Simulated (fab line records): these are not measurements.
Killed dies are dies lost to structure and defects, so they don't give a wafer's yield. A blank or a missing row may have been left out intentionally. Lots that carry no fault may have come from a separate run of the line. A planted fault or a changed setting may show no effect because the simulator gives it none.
Which of the tools did it?    flow berkeley cmos170    14 lots, 42 wafers sampled, at 1 step of a route of 331

WHAT EACH GAUGE READ, for each wafer
Not one reading of a measure or inspect step in the record can be checked against a usual standard deviation.

TOOL THAT RAN EACH LOT (tool first, then ch and the chambers of the sampled wafers, then the start)
lot   UCB170_NWELL_PEB_10
L932  litho track-01 ch 0, day 2 12:47
L933  litho track-04 ch 0, day 2 13:05
L934  litho track-03 ch 0, day 2 17:03
L935  litho track-01 ch 0, day 2 21:43
L937  litho track-03 ch 0, day 3 07:05
L936  litho track-03 ch 0, day 3 07:20
L940  litho track-01 ch 0, day 3 22:28
L943  litho track-03 ch 0, day 4 10:36
L945  litho track-03 ch 0, day 4 18:03
L949  litho track-04 ch 0, day 5 19:56
L951  litho track-03 ch 0, day 6 01:04
L952  litho track-03 ch 0, day 6 06:33
L954  litho track-04 ch 0, day 6 16:05
L955  litho track-01 ch 0, day 7 00:07
- UCB170_NWELL_PEB_10

AS READ BY THE TOOLS THEMSELVES (means over the sampled wafers that have a number; for cases with no such wafer, the mark the record gives instead)
UCB170_NWELL_PEB_10.
lot   tool            heater power total W (W)  plate temp C (C)
L932  litho track-01  56.78                     130.33
L933  litho track-04  56.80                     129.97
L934  litho track-03  56.79                     130.19
L935  litho track-01  56.79                     130.01
L937  litho track-03  56.79                     130.02
L936  litho track-03  56.81                     129.88
L940  litho track-01  56.76                     129.98
L943  litho track-03  56.77                     129.75
L945  litho track-03  56.78                     130.00
L949  litho track-04  56.83                     129.95
L951  litho track-03  53.16                     123.63
L952  litho track-03  53.16                     123.45
L954  litho track-04  56.82                     130.03
L955  litho track-01  56.82                     129.97

THE ANSWER, worked out from the rows above alone
Rule: the lots themselves supply what counts as usual. The widest of any qualifying gaps counts: lots, ordered by their means at a reading, are off when they make up no more than a third of the lots, leave a main group of 4 or more, and stand apart from it by 3 or more times the standard deviation of that group's means. Not used: any main group whose means are identical at the precision the tables above print for the reading. Also off: a lot with no number at a reading for which 4 or more lots have one. Any other lot the step has rows for is counted as sound. Order of review: gauges by route order, followed by the tools' own readings, for which a lot's mean as printed above is used. The first step at which some lot is off is used, and at that step the reading that is off furthest; a lot without a number counts as furthest.
Off: L951, L952 (UCB170_NWELL_PEB_10, heater power total W). Main group: mean 56.80 W, sd 0.021.
A tool fits if, at that step or a process step before it, it ran every lot that is off, and no sound lot after the first of them. One candidate fits, namely litho track-03 at UCB170_NWELL_PEB_10. A fault onset in the window from L945 (day 4 18:03, its last sound lot) to L951 (day 6 01:04, its first lot off) fits.
The tool's own readings at UCB170_NWELL_PEB_10 bear it out: on the lots that are off they differ by more than 5 times the standard deviation of the sound lots' means. heater power total W reads 53.16 W there against 56.80 W on the sound lots; plate temp C reads 123.54 C there against 130.01 C on the sound lots.

WHAT THE SIMULATOR HAD PUT IN
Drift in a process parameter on litho track-03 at UCB170_NWELL_PEB_10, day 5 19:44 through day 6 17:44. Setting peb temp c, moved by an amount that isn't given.
Shown lots that were struck: L951, L952. The rule above found the same.
